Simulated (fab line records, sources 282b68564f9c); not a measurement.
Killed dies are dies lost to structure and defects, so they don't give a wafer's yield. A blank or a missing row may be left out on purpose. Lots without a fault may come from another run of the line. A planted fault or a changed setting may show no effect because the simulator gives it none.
A struck lot beside a sound one | flow rit_cmos | 14 steps out of a route of 202
Sound: wafers L452.4, L452.5, L452.6. Struck: wafers L454.1, L454.2, L454.6. The cause comes at the end.
At each step with rows: each side's tool, then ch and its chambers, then its first start. Under that, the readings that differ: sound wafers | struck wafers | difference of the means | sigmas: that difference in standard deviations of wafers without a fault.
alike: readings whose means differ by less than 2 such deviations, and words and numbers that are the same on both sides. not compared: withheld readings, readings that some wafer has no value for, bounds like >300 that may hide the same value, and numbers for which the record gives no deviation and whose values overlap.
The two part at a step that has a row with sigmas, a row that says differs or no value, or rows on one side only. Numbers that don't overlap but have no deviation are shown without sigmas and don't part them. A reading that every wafer of one side lacks parts them only if that side has two wafers or more.

RIT_FOX1_THK_MEAS_01:
  sound on film_metro-04, day 2 11:46; struck on film_metro-03, day 2 22:16
  alike: FOX1_OXIDE_THK
then, 2 steps without rows for these wafers: RIT_FOX1_WET_ETCH_02 (etches SiO2 in BOE, target depth 350 nm, time 390 s); RIT_FOX2_OXIDATION_00 (target thk 350.7 nm, ox time 1130 s).
RIT_FOX2_THK_MEAS_01:
  sound on film_metro-02, day 2 16:23; struck on film_metro-04, day 3 03:38
  alike: FOX2_OXIDE_THK
then, 2 steps without rows for these wafers: RIT_FOX2_CLEAN_02 (cleans in dHF, time 180 s); RIT_FOX2_WET_ETCH_03 (etches Si3N4 in H3PO4, target depth 195 nm, time 2700 s).
RIT_FOX2_THK_MEAS_90:
  sound on film_metro-04, day 2 17:16; struck on film_metro-02, day 3 04:31
  alike: FIELD_OXIDE_LEFT_1_THK
then, 5 steps without rows for these wafers: RIT_NWELL_HMDS_00 (prime time 60 s); RIT_NWELL_COAT_01 (resist thk 1300 nm); RIT_NWELL_SOFTBAKE_02 (time 60 s); RIT_NWELL_EXPOSE_03 (exposes mask M2, target cd 43900 nm); RIT_NWELL_PEB_04.
RIT_NWELL_DEVELOP_05: develop time 68 s.
  sound on litho_track-04 ch 0, day 2 18:00; struck on litho_track-04, day 3 05:00
  no value came back on the struck wafers for chill_plate_temp_C (C), develop_time_s (s), developer_temp_C (C), resist_line_temp_C (C); on the sound wafers chill_plate_temp_C (C) reads 23.02 23.14 23.20
RIT_NWELL_OVL_MEAS_06:
  sound on overlay-02, day 2 18:31; struck on overlay-01, day 3 05:34
  reading        | sound          | struck | difference                    | sigmas
  NWELL_OVL (nm) | -1.6 -1.8 -1.8 | - - -  | no value on the struck wafers |

WHERE THEY PART
First at RIT_NWELL_DEVELOP_05; last, within this record, at RIT_NWELL_OVL_MEAS_06.

WHY: what the simulator had put in
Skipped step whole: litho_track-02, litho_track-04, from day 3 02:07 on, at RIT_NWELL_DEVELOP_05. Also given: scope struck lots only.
